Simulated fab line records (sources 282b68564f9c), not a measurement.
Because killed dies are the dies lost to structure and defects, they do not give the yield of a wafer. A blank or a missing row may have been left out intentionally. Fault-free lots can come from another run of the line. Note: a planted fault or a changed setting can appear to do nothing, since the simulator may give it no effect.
fab line records    flow ritCmos
[record] lots = 5  wafers = 23
route steps=202 shown NSD@132 PSD@150 SDANNEAL@153 CONTACT@168 M1@184
startH: start of the lot's first displayed wafer, in hours after the record's first day    waitH: time in hours since the lot's previous step    " the same as in the row above    L1.1+2: a row that stands for several wafers    - no value, or no start was given    * or withheld: withheld    < > ~ a bound
route shown NAME@n: NAME is a module with steps in the file, n the number in the route of the first one    usual: the fault-free wafers' mean and standard deviation    same: alike in all rows    chamber/n: place in a boat    sites: readings site by site    _std_site: standard deviation across them    _edge_site: inner sites' mean taken away from outer sites' mean    radiusMm: for every site, how far away it sits from the centre of the wafer    mask NAME#n: copy n    behind: the last tool/chamber to shape the wafer    hold: reason for holding the lot/hours on hold/outcome of the hold    device: transistor that didn't switch, given as n, p or np    end of line: tests run on the same wafers once the route is complete    step lacking rows: just its recipe    killed: the dies lost at the first sort to structure and to defects; this is not the yield of the wafer    map: shows each die of a wafer: x if killed, . if not, _ if none is there
set.NAME: setting as actually run; set.NAME@STEP: the setting as run at that earlier step    model.NAME: the simulator's own value behind a step, which no gauge read
one table per step and one row per wafer, for lots whose settings were changed on purpose
[[steps]]
[step RIT_NSD_COAT_01]
[recipe] resist = NOVOLAK  spinRpm = 3250  resistThkNm = 1000
lot.wafer  tool           chamber  startH  waitH  set.spinRpm  model.NOVOLAK_of_NSD_COAT_01.thkNm
L074.1     lithoTrack-03  0        46.80   0.1    3250         998.8
L074.3     "              0        "       "      3250         999.4
L074.4     "              0        "       "      3178         1008
L074.5     "              0        "       "      3178         1012
L074.6     "              0        "       "      3250         1002
L075.1     lithoTrack-01  0        51.27   0.1    3250         1001
L075.2     "              0        "       "      3408         976.3
L075.3     "              0        "       "      3250         999.2
L075.4     "              0        "       "      3408         977.1
L075.6     "              0        "       "      3408         975
L078.2     lithoTrack-01  0        67.36   0.1    3411         974.4
L078.3     "              0        "       "      3250         996.6
L078.4     "              0        "       "      3411         974.9
L078.5     "              0        "       "      3250         1000
L078.6     "              0        "       "      3250         998.7
L081.1     lithoTrack-04  0        80.73   0.1    3250         996.7
L081.3     "              0        "       "      3250         996.8
L081.4+6   "              0        "       "      3250         997.1
L081.5     "              0        "       "      3250         995.5
L084.3     lithoTrack-03  0        101.81  0.1    3250         1004
L084.4     "              0        "       "      3250         1003
L084.6     "              0        "       "      3250         1002
[step RIT_NSD_SOFTBAKE_02]
[recipe] resist = NOVOLAK  tempC = 90  timeS = 60
[step RIT_NSD_EXPOSE_03]
[recipe] maskId = M9  na = 0.57  targetCdNm = 40700  doseMj = 250
[step RIT_NSD_DEVELOP_05]
[recipe] resist = NOVOLAK  developTimeS = 50  devTempC = 23
[step RIT_NSD_HARDBAKE_07]
[recipe] resist = NOVOLAK  tempC = 140  timeS = 60
lot.wafer  tool           chamber  startH  waitH  set.spinRpm@NSD_COAT_01  model.NOVOLAK_of_NSD_COAT_01.thkNm
L074.1     lithoTrack-04  0        47.71   0.0    3250                     882.7
L074.3     "              0        "       "      3250                     883.2
L074.4     "              0        "       "      3178                     890.7
L074.5     "              0        "       "      3178                     894.2
L074.6     "              0        "       "      3250                     885.7
L075.1     lithoTrack-04  0        52.12   0.0    3250                     884.5
L075.2     "              0        "       "      3408                     863.1
L075.3     "              0        "       "      3250                     883.1
L075.4     "              0        "       "      3408                     863.8
L075.6     "              0        "       "      3408                     861.9
L078.2     lithoTrack-01  0        68.23   0.0    3411                     861.3
L078.3     "              0        "       "      3250                     880.8
L078.4     "              0        "       "      3411                     861.9
L078.5     "              0        "       "      3250                     883.8
L078.6     "              0        "       "      3250                     882.7
L081.1     lithoTrack-04  0        81.46   0.0    3250                     880.8
L081.3     "              0        "       "      3250                     881
L081.4     "              0        "       "      3250                     881.2
L081.5     "              0        "       "      3250                     879.8
L081.6     "              0        "       "      3250                     881.3
L084.3     lithoTrack-04  0        102.67  0.1    3250                     887
L084.4     "              0        "       "      3250                     886.1
L084.6     "              0        "       "      3250                     885.4
[step RIT_NSD_IMPLANT_08]
[recipe] species = P  energyKev = 25  doseCm2 = 1e+15  tiltDeg = 7
lot.wafer   tool          chamber  startH  waitH  set.doseCm2
L074.1+5+6  implanter-04  0        47.86   0.1    1.021e+15
L074.3+4    "             0        "       "      1e+15
L075.1+2+6  implanter-03  0        52.27   0.1    1e+15
L075.3+4    "             0        "       "      1.066e+15
L078.2+3    implanter-04  0        68.38   0.1    9.641e+14
L078.4+5+6  "             0        "       "      1e+15
L081.1+3+6  implanter-03  0        81.61   0.1    1e+15
L081.4+5    "             0        "       "      9.502e+14
L084.3+4+6  implanter-04  0        102.82  0.1    1e+15
[step RIT_PSD_IMPLANT_08]
[recipe] species = BF2  energyKev = 27  doseCm2 = 5e+15  tiltDeg = 7
lot.wafer   tool          chamber  startH  waitH  set.energyKev  model.implant.rpNm  model.implant.drpNm
L074.1+4+5  implanter-02  0        49.41   0.1    27             22.63               12.05
L074.3+6    "             0        "       "      28.14          23.4                12.4
L075.1+6    implanter-04  0        53.82   0.1    27.55          22.12               12.22
L075.2+3+4  "             0        "       "      27             21.77               12.05
L078.2+3+4  implanter-02  0        69.80   0.1    28.24          22.77               12.43
L078.5+6    "             0        "       "      27             21.97               12.05
L081.1+4    implanter-04  0        83.16   0.1    26.26          20.49               11.81
L081.3+5+6  "             0        "       "      27             20.95               12.05
L084.3+4+6  implanter-02  0        104.37  0.1    27             22.13               12.05
[step RIT_SDANNEAL_CLEAN_00]
[recipe] chemistry = SC1  mix = 3:3:50  timeS = 600  tempC = 75
lot.wafer       tool         chamber  startH  waitH  set.timeS
L074.1+3+4+5+6  -            -        -       0.1    672.4
L075.1+2+3+4+6  -            -        -       0.1    630.8
L078.2+3+4+5+6  -            -        -       0.0    628.6
L081.1+3+4+5+6  -            -        -       0.1    680.6
L084.3+4+6      wetBench-01  1        104.70  0.0    600
[step RIT_SDANNEAL_CLEAN_01]
[recipe] chemistry = dHF  dilution = 50:1  timeS = 30
[step RIT_SDANNEAL_CLEAN_02]
[recipe] chemistry = SC2  mix = 3:3:50  timeS = 600  tempC = 75  dry = n2Spin
[step RIT_SDANNEAL_RTA_03]
[recipe] tempC = 1050  timeS = 5  idleTempC = 600  rampUpCPerS = 342  rampDownCPerS = 171  coolToC = 600  ambient = N2
[step RIT_SDANNEAL_RS_MEAS_04]
[recipe] thkMeasGauge = four-point-probe
[usual] PSD_RS = 115.9/0.34
lot.wafer  tool          chamber  startH  waitH  set.energyKev@PSD_IMPLANT_08  PSD_RS[ohm/sq]
L074.1     filmMetro-02  -        50.28   0.1    27                            115.4
L074.3     "             -        "       "      28.14                         112.9
L074.4     "             -        "       "      27                            115.8
L074.5     "             -        "       "      27                            116.0
L074.6     "             -        "       "      28.14                         113.4
L075.1     filmMetro-03  -        54.63   0.0    27.55                         114.9
L075.2     "             -        "       "      27                            116.0
L075.3     "             -        "       "      27                            116.0
L075.4     "             -        "       "      27                            116.2
L075.6     "             -        "       "      27.55                         114.6
L078.2     filmMetro-03  -        70.60   0.1    28.24                         113.7
L078.3     "             -        "       "      28.24                         113.4
L078.4     "             -        "       "      28.24                         113.2
L078.5     "             -        "       "      27                            115.9
L078.6     "             -        "       "      27                            115.9
L081.1     filmMetro-03  -        83.97   0.0    26.26                         117.2
L081.3     "             -        "       "      27                            115.9
L081.4     "             -        "       "      26.26                         117.2
L081.5     "             -        "       "      27                            115.8
L081.6     "             -        "       "      27                            115.7
L084.3     filmMetro-03  -        105.18  0.1    27                            115.6
L084.4     "             -        "       "      27                            115.4
L084.6     "             -        "       "      27                            115.3
[step RIT_SDANNEAL_RS_MEAS_05]
[recipe] thkMeasGauge = four-point-probe
[usual] NSD_RS = 84.51/0.27
lot.wafer  tool          chamber  startH  waitH  set.doseCm2@NSD_IMPLANT_08  NSD_RS[ohm/sq]
L074.1     filmMetro-02  -        50.40   0.1    1.021e+15                   83.27
L074.3     "             -        "       "      1e+15                       84.57
L074.4     "             -        "       "      1e+15                       84.30
L074.5     "             -        "       "      1.021e+15                   83.36
L074.6     "             -        "       "      1.021e+15                   82.68
L075.1     filmMetro-03  -        54.75   0.1    1e+15                       84.73
L075.2     "             -        "       "      1e+15                       84.51
L075.3     "             -        "       "      1.066e+15                   80.48
L075.4     "             -        "       "      1.066e+15                   80.52
L075.6     "             -        "       "      1e+15                       84.31
L078.2     filmMetro-03  -        70.72   0.1    9.641e+14                   86.82
L078.3     "             -        "       "      9.641e+14                   87.01
L078.4     "             -        "       "      1e+15                       84.47
L078.5     "             -        "       "      1e+15                       84.44
L078.6     "             -        "       "      1e+15                       84.53
L081.1     filmMetro-03  -        84.09   0.1    1e+15                       84.71
L081.3     "             -        "       "      1e+15                       84.17
L081.4     "             -        "       "      9.502e+14                   87.88
L081.5     "             -        "       "      9.502e+14                   88.15
L081.6     "             -        "       "      1e+15                       84.58
L084.3     filmMetro-03  -        105.30  0.1    1e+15                       84.23
L084.4     "             -        "       "      1e+15                       84.03
L084.6     "             -        "       "      1e+15                       84.12
[step RIT_CONTACT_CVD_00]
[recipe] material = SiO2  targetThkNm = 400  precursor = TEOS  tempC = 390  timeS = 61  rfW = 400
lot.wafer  tool      chamber  startH  waitH  set.timeS  model.SiO2_of_CONTACT_CVD_00.thkNm
L074.1     pecvd-02  0        51.34   0.1    61         395.1
L074.3     "         1        "       "      61         396.2
L074.4     "         1        "       "      61         -
L074.5     "         0        "       "      65.3       431.5
L074.6     "         2        "       "      65.3       -
L075.1     pecvd-01  1        55.63   0.1    64.27      -
L075.2     "         2        "       "      61         -
L075.3     "         0        "       "      61         391.6
L075.4     "         2        "       "      64.27      421.1
L075.6     "         1        "       "      61         402.8
L078.2     pecvd-01  0        71.58   0.0    65.42      419.6
L078.3     "         1        "       "      65.42      422.4
L078.4     "         2        "       "      61         401.3
L078.5     "         1        "       "      65.42      430.6
L078.6     "         0        "       "      61         400.5
L081.1     pecvd-01  1        84.97   0.1    68.43      445.3
L081.3     "         2        "       "      61         394.2
L081.4     "         2        "       "      61         395.9
L081.5     "         0        "       "      68.43      444.4
L081.6     "         1        "       "      68.43      447.7
L084.3     pecvd-01  1        106.14  0.0    61         393.8
L084.4     "         1        "       "      61         401.3
L084.6     "         2        "       "      61         396.6
[step RIT_CONTACT_THK_MEAS_01]
[recipe] reads = SiO2_of_CONTACT_CVD_00
[usual] CONTACT_TEOS_THK = 401/5.1
lot.wafer  tool          chamber  startH  waitH  set.timeS@CONTACT_CVD_00  CONTACT_TEOS_THK[nm]
L074.1     filmMetro-02  -        51.39   0.0    61                        395
L074.3     "             -        "       "      61                        396
L074.4     "             -        "       "      61                        402
L074.5     "             -        "       "      65.3                      431
L074.6     "             -        "       "      65.3                      430
L075.1     filmMetro-02  -        55.68   0.0    64.27                     419
L075.2     "             -        "       "      61                        396
L075.3     "             -        "       "      61                        392
L075.4     "             -        "       "      64.27                     421
L075.6     "             -        "       "      61                        403
L078.2     filmMetro-04  -        71.64   0.0    65.42                     420
L078.3     "             -        "       "      65.42                     423
L078.4     "             -        "       "      61                        401
L078.5     "             -        "       "      65.42                     431
L078.6     "             -        "       "      61                        401
L081.1     filmMetro-02  -        85.02   0.0    68.43                     445
L081.3     "             -        "       "      61                        394
L081.4     "             -        "       "      61                        396
L081.5     "             -        "       "      68.43                     445
L081.6     "             -        "       "      68.43                     448
L084.3     filmMetro-04  -        106.21  0.0    61                        394
L084.4     "             -        "       "      61                        401
L084.6     "             -        "       "      61                        396
[step RIT_CONTACT_DEVELOP_07]
[recipe] resist = NOVOLAK  developTimeS = 120  devTempC = 23
lot.wafer       tool           chamber  startH  waitH  set.developTimeS
L074.1+3+4+5+6  lithoTrack-03  0        -       -      120
L075.1+2+4      lithoTrack-02  0        -       -      109.7
L075.3+6        "              0        "       "      120
L078.2+5+6      lithoTrack-03  0        -       -      126.3
L078.3+4        "              0        "       "      120
L081.1+6        lithoTrack-04  0        -       -      107.6
L081.3+4+5      "              0        "       "      120
L084.3+4+6      lithoTrack-02  0        -       -      120
[step RIT_CONTACT_CD_MEAS_08]
[recipe] targetCdNm = 1000
[usual] cdNm = 1000.1/2.1
lot.wafer  tool      chamber  startH  waitH  set.developTimeS@CONTACT_DEVELOP_07  cdNm
L074.1     cdSem-01  -        52.42   -      120                                  997.9
L074.3     "         -        "       "      120                                  999.1
L074.4     "         -        "       "      120                                  998.7
L074.5     "         -        "       "      120                                  999.4
L074.6     "         -        "       "      120                                  1002.1
L075.1     cdSem-01  -        57.80   -      109.7                                994.6
L075.2     "         -        "       "      109.7                                993.9
L075.3     "         -        "       "      120                                  1002.2
L075.4     "         -        "       "      109.7                                994.3
L075.6     "         -        "       "      120                                  1000.7
L078.2     cdSem-02  -        72.80   -      126.3                                1007.7
L078.3     "         -        "       "      120                                  1003.4
L078.4     "         -        "       "      120                                  1004.7
L078.5     "         -        "       "      126.3                                1008.5
L078.6     "         -        "       "      126.3                                1006.5
L081.1     cdSem-01  -        86.04   -      107.6                                990.7
L081.3     "         -        "       "      120                                  999.0
L081.4     "         -        "       "      120                                  998.5
L081.5     "         -        "       "      120                                  998.8
L081.6     "         -        "       "      107.6                                991.4
L084.3     cdSem-01  -        107.26  -      120                                  1002.7
L084.4     "         -        "       "      120                                  1001.6
L084.6     "         -        "       "      120                                  1003.8
[step RIT_CONTACT_HARDBAKE_10]
[recipe] resist = NOVOLAK  tempC = 140  timeS = 60
[step RIT_CONTACT_ETCH_11]
[recipe] targetDepthA = 4800  overEtchFrac = 0.2  stopOn = TiSi2  chemistry = CHF3/CF4/Ar  target = SiO2  CHF3_flow_sccm = 50  cf4FlowSccm = 10  Ar_flow_sccm = 100  O2_flow_sccm = 5  pressureMtorr = 100  rfW = 200  timeS = 320
lot.wafer  tool        chamber  startH  waitH  set.timeS@CONTACT_CVD_00  set.developTimeS@CONTACT_DEVELOP_07  model.etch.depthNm  model.CONTACT.featureDepthNm  model.CONTACT.cdNm
L074.1     rieDiel-03  1        52.72   0.1    61                        120                                  395.1               395.1                         997.7
L074.3     "           0        "       "      61                        120                                  396.2               396.2                         999.1
L074.4     "           2        "       "      61                        120                                  -                   401.6                         998.4
L074.5     "           0        "       "      65.3                      120                                  431.5               431.5                         999.5
L074.6     "           3        "       "      65.3                      120                                  -                   429.7                         1002
L075.1     rieDiel-03  1        58.11   0.1    64.27                     109.7                                -                   419.5                         994.4
L075.2     "           0        "       "      61                        109.7                                -                   396                           993.3
L075.3     "           2        "       "      61                        120                                  391.6               391.6                         1002
L075.4     "           3        "       "      64.27                     109.7                                421.1               421.1                         994.7
L075.6     "           1        "       "      61                        120                                  402.8               402.8                         1000
L078.2     rieDiel-01  0        73.09   0.1    65.42                     126.3                                419.6               419.6                         1008
L078.3     "           2        "       "      65.42                     120                                  422.4               422.4                         1004
L078.4     "           1        "       "      61                        120                                  401.3               401.3                         1005
L078.5     "           0        "       "      65.42                     126.3                                430.6               430.6                         1008
L078.6     "           2        "       "      61                        126.3                                400.5               400.5                         1006
L081.1     rieDiel-03  0        86.35   0.1    68.43                     107.6                                445.3               445.3                         990
L081.3     "           2        "       "      61                        120                                  394.2               394.2                         998.4
L081.4     "           2        "       "      61                        120                                  395.9               395.9                         997.8
L081.5     "           3        "       "      68.43                     120                                  444.4               444.4                         998.7
L081.6     "           0        "       "      68.43                     107.6                                447.7               447.7                         990.9
L084.3     rieDiel-03  0        107.52  0.1    61                        120                                  393.8               393.8                         1003
L084.4     "           1        "       "      61                        120                                  401.3               401.3                         1001
L084.6     "           0        "       "      61                        120                                  396.6               396.6                         1004
[step RIT_CONTACT_STRIP_12]
[recipe] chemistry = O2  timeS = 180  resist = NOVOLAK  platenTempC = withheld  powerW = 500  pressureMtorr = 4000  o2FlowSccm = 4000
[step RIT_CONTACT_CD_MEAS_90]
[recipe] targetCdNm = 1000
[usual] cdNm = 1000.1/2.2
lot.wafer  tool      chamber  startH  waitH  set.developTimeS@CONTACT_DEVELOP_07  cdNm
L074.1     cdSem-01  -        53.09   0.1    120                                  997.8
L074.3     "         -        "       "      120                                  998.8
L074.4     "         -        "       "      120                                  998.5
L074.5     "         -        "       "      120                                  999.3
L074.6     "         -        "       "      120                                  1002.6
L075.1     cdSem-01  -        58.48   0.1    109.7                                994.4
L075.2     "         -        "       "      109.7                                993.6
L075.3     "         -        "       "      120                                  1002.1
L075.4     "         -        "       "      109.7                                994.7
L075.6     "         -        "       "      120                                  1000.5
L078.2     cdSem-02  -        73.48   0.1    126.3                                1007.7
L078.3     "         -        "       "      120                                  1004.1
L078.4     "         -        "       "      120                                  1004.9
L078.5     "         -        "       "      126.3                                1008.4
L078.6     "         -        "       "      126.3                                1006.5
L081.1     cdSem-01  -        86.72   0.1    107.6                                989.8
L081.3     "         -        "       "      120                                  998.7
L081.4     "         -        "       "      120                                  997.8
L081.5     "         -        "       "      120                                  998.9
L081.6     "         -        "       "      107.6                                990.8
L084.3     cdSem-02  -        107.93  0.1    120                                  1003.3
L084.4     "         -        "       "      120                                  1001.4
L084.6     "         -        "       "      120                                  1003.7
[step RIT_M1_SPUTTER_00]
[recipe] material = Al  targetThkNm = 400  powerW = 2000  chamberPressurePa = 0.4  gas = Ar  timeS = 500  substrateTempC = 25
lot.wafer  tool           chamber  startH  waitH  set.powerW  model.Al_of_M1_SPUTTER_00.thkNm
L074.1     pvdSputter-02  -        53.56   0.0    2000        397.2
L074.3     "              -        "       "      2000        402.3
L074.4     "              -        "       "      2106        420.8
L074.5     "              -        "       "      2000        403.7
L074.6     "              -        "       "      2106        422.6
L075.1     pvdSputter-01  -        58.95   0.0    2207        449.5
L075.2     "              -        "       "      2207        448.3
L075.3     "              -        "       "      2000        399
L075.4     "              -        "       "      2000        406.2
L075.6     "              -        "       "      2000        402.7
L078.2+4   pvdSputter-02  -        73.95   0.0    2000        404.5
L078.3     "              -        "       "      2000        400.4
L078.5     "              -        "       "      2000        401.9
L078.6     "              -        "       "      2000        404.1
L081.1     pvdSputter-01  -        87.19   0.0    2000        397.7
L081.3     "              -        "       "      2000        398.4
L081.4     "              -        "       "      2000        400.5
L081.5     "              -        "       "      2000        397.6
L081.6     "              -        "       "      2000        398.3
L084.3     pvdSputter-03  -        108.36  0.0    2000        396.4
L084.4     "              -        "       "      2000        398.1
L084.6     "              -        "       "      2000        397.8
[step RIT_M1_RS_MEAS_01]
[recipe] thkMeasGauge = four-point-probe  reads = Al_of_M1_SPUTTER_00
[usual] M1_AL_RS = 0.0734/0.00071
lot.wafer  tool          chamber  startH  waitH  set.powerW@M1_SPUTTER_00  M1_AL_RS[ohm/sq]
L074.1     filmMetro-01  -        53.86   0.1    2000                      0.0739
L074.3     "             -        "       "      2000                      0.0729
L074.4     "             -        "       "      2106                      0.0698
L074.5     "             -        "       "      2000                      0.0729
L074.6     "             -        "       "      2106                      0.0693
L075.1     filmMetro-03  -        59.24   0.1    2207                      0.0652
L075.2     "             -        "       "      2207                      0.0653
L075.3     "             -        "       "      2000                      0.0737
L075.4     "             -        "       "      2000                      0.0723
L075.6     "             -        "       "      2000                      0.0730
L078.2     filmMetro-03  -        74.27   0.2    2000                      0.0725
L078.3     "             -        "       "      2000                      0.0733
L078.4     "             -        "       "      2000                      0.0725
L078.5     "             -        "       "      2000                      0.0730
L078.6     "             -        "       "      2000                      0.0726
L081.1     filmMetro-01  -        87.48   0.1    2000                      0.0739
L081.3     "             -        "       "      2000                      0.0737
L081.4     "             -        "       "      2000                      0.0733
L081.5     "             -        "       "      2000                      0.0739
L081.6     "             -        "       "      2000                      0.0739
L084.3     filmMetro-02  -        108.70  0.2    2000                      0.0743
L084.4     "             -        "       "      2000                      0.0738
L084.6     "             -        "       "      2000                      0.0739
[step RIT_M1_THK_MEAS_02]
[recipe] thkMeasGauge = xrf  reads = Al_of_M1_SPUTTER_00
[usual] M1_AL_THK = 406/4.9
lot.wafer  tool          chamber  startH  waitH  set.powerW@M1_SPUTTER_00  M1_AL_THK[nm]
L074.1     filmMetro-01  -        53.98   0.1    2000                      404
L074.3     "             -        "       "      2000                      409
L074.4     "             -        "       "      2106                      426
L074.5     "             -        "       "      2000                      411
L074.6     "             -        "       "      2106                      429
L075.1     filmMetro-03  -        59.36   0.1    2207                      457
L075.2     "             -        "       "      2207                      455
L075.3     "             -        "       "      2000                      405
L075.4     "             -        "       "      2000                      410
L075.6     "             -        "       "      2000                      409
L078.2     filmMetro-03  -        74.38   0.1    2000                      411
L078.3     "             -        "       "      2000                      405
L078.4     "             -        "       "      2000                      410
L078.5     "             -        "       "      2000                      407
L078.6     "             -        "       "      2000                      410
L081.1     filmMetro-01  -        87.60   0.1    2000                      399
L081.3     "             -        "       "      2000                      400
L081.4     "             -        "       "      2000                      403
L081.5     "             -        "       "      2000                      399
L081.6     "             -        "       "      2000                      401
L084.3     filmMetro-02  -        108.80  0.1    2000                      399
L084.4     "             -        "       "      2000                      403
L084.6     "             -        "       "      2000                      403
[step RIT_M1_METAL_ETCH_12]
[recipe] stopOn = SiO2  chemistry = Cl2/BCl3  target = Al  timeS = 165  overEtchFrac = 0.5  pressureMtorr = 100  targetDepthA = 6000  rfW = 250  Cl2_flow_sccm = 60  bcl3FlowSccm = 50
[usual] oesProductAu = 0.774/0.01
lot.wafer  tool         chamber  startH  waitH  set.pressureMtorr  set.powerW@M1_SPUTTER_00  oesProductAu
L074.1     rieMetal-04  0        57.85   0.2    100                2000                      0.754
L074.3     "            0        "       "      100                2000                      0.777
L074.4     "            1        "       "      100                2106                      0.790
L074.5     "            0        "       "      100                2000                      0.764
L074.6     "            1        "       "      100                2106                      0.798
L075.1     rieMetal-01  1        60.71   0.2    90.57              2207                      0.821
L075.2     "            0        "       "      90.57              2207                      0.836
L075.3     "            0        "       "      90.57              2000                      0.774
L075.4     "            1        "       "      90.57              2000                      0.775
L075.6     "            1        "       "      90.57              2000                      0.776
L078.2     rieMetal-01  1        75.85   0.2    90.73              2000                      0.770
L078.3     "            1        "       "      90.73              2000                      0.778
L078.4     "            0        "       "      90.73              2000                      0.781
L078.5     "            0        "       "      90.73              2000                      0.779
L078.6     "            1        "       "      90.73              2000                      0.776
L081.1     rieMetal-01  0        88.95   0.2    89.02              2000                      0.773
L081.3     "            0        "       "      89.02              2000                      0.772
L081.4     "            1        "       "      89.02              2000                      0.771
L081.5     "            0        "       "      89.02              2000                      0.772
L081.6     "            1        "       "      89.02              2000                      0.772
L084.3     rieMetal-01  0        110.53  0.2    100                2000                      0.777
L084.4     "            1        "       "      100                2000                      0.766
L084.6     "            1        "       "      100                2000                      0.778
[[key]]
[split] step = RIT_NSD_COAT_01  setting = spinRpm  stated = 3250  by = wafer
[response] step = RIT_NSD_COAT_01  reading = model.NOVOLAK_of_NSD_COAT_01.thkNm  change = -4.82  per = 1%  r = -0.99
[response] step = RIT_NSD_HARDBAKE_07  reading = model.NOVOLAK_of_NSD_COAT_01.thkNm  change = -4.22  per = 1%  r = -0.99
[split] step = RIT_NSD_IMPLANT_08  setting = doseCm2  stated = 1e+15  by = wafer
[response] step = RIT_SDANNEAL_RS_MEAS_05  reading = NSD_RS  change = -0.649  per = 1%  r = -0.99
[split] step = RIT_PSD_IMPLANT_08  setting = energyKev  stated = 27  by = wafer
[response] step = RIT_PSD_IMPLANT_08  reading = model.implant.rpNm  change = +0.176  per = 1%  r = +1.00
[response] step = RIT_PSD_IMPLANT_08  reading = model.implant.drpNm  change = +0.0844  per = 1%  r = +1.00
[response] step = RIT_SDANNEAL_RS_MEAS_04  reading = PSD_RS  change = -0.568  per = 1%  r = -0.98
[split] step = RIT_SDANNEAL_CLEAN_00  setting = timeS  stated = 600  by = lot
response none clear
[split] step = RIT_CONTACT_CVD_00  setting = timeS  stated = 61  by = wafer
[response] step = RIT_CONTACT_CVD_00  reading = model.SiO2_of_CONTACT_CVD_00.thkNm  change = +4.08  per = 1%  r = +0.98
[response] step = RIT_CONTACT_THK_MEAS_01  reading = CONTACT_TEOS_THK  change = +4.1  per = 1%  r = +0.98
[response] step = RIT_CONTACT_ETCH_11  reading = model.etch.depthNm  change = +4.08  per = 1%  r = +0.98
[response] step = RIT_CONTACT_ETCH_11  reading = model.CONTACT.featureDepthNm  change = +4.1  per = 1%  r = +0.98
[split] step = RIT_CONTACT_DEVELOP_07  setting = developTimeS  stated = 120  by = wafer
[response] step = RIT_CONTACT_CD_MEAS_08  reading = cdNm  change = +0.768  per = 1%  r = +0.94
[response] step = RIT_CONTACT_ETCH_11  reading = model.CONTACT.cdNm  change = +0.761  per = 1%  r = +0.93
[response] step = RIT_CONTACT_CD_MEAS_90  reading = cdNm  change = +0.771  per = 1%  r = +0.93
[split] step = RIT_M1_SPUTTER_00  setting = powerW  stated = 2000  by = wafer
[response] step = RIT_M1_SPUTTER_00  reading = model.Al_of_M1_SPUTTER_00.thkNm  change = +4.35  per = 1%  r = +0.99
[response] step = RIT_M1_RS_MEAS_01  reading = M1_AL_RS  change = -0.000734  per = 1%  r = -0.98
[response] step = RIT_M1_THK_MEAS_02  reading = M1_AL_THK  change = +4.47  per = 1%  r = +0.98
[response] step = RIT_M1_METAL_ETCH_12  reading = oesProductAu  change = +0.00518  per = 1%  r = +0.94
[split] step = RIT_M1_METAL_ETCH_12  setting = pressureMtorr  stated = 100  by = lot
response none clear
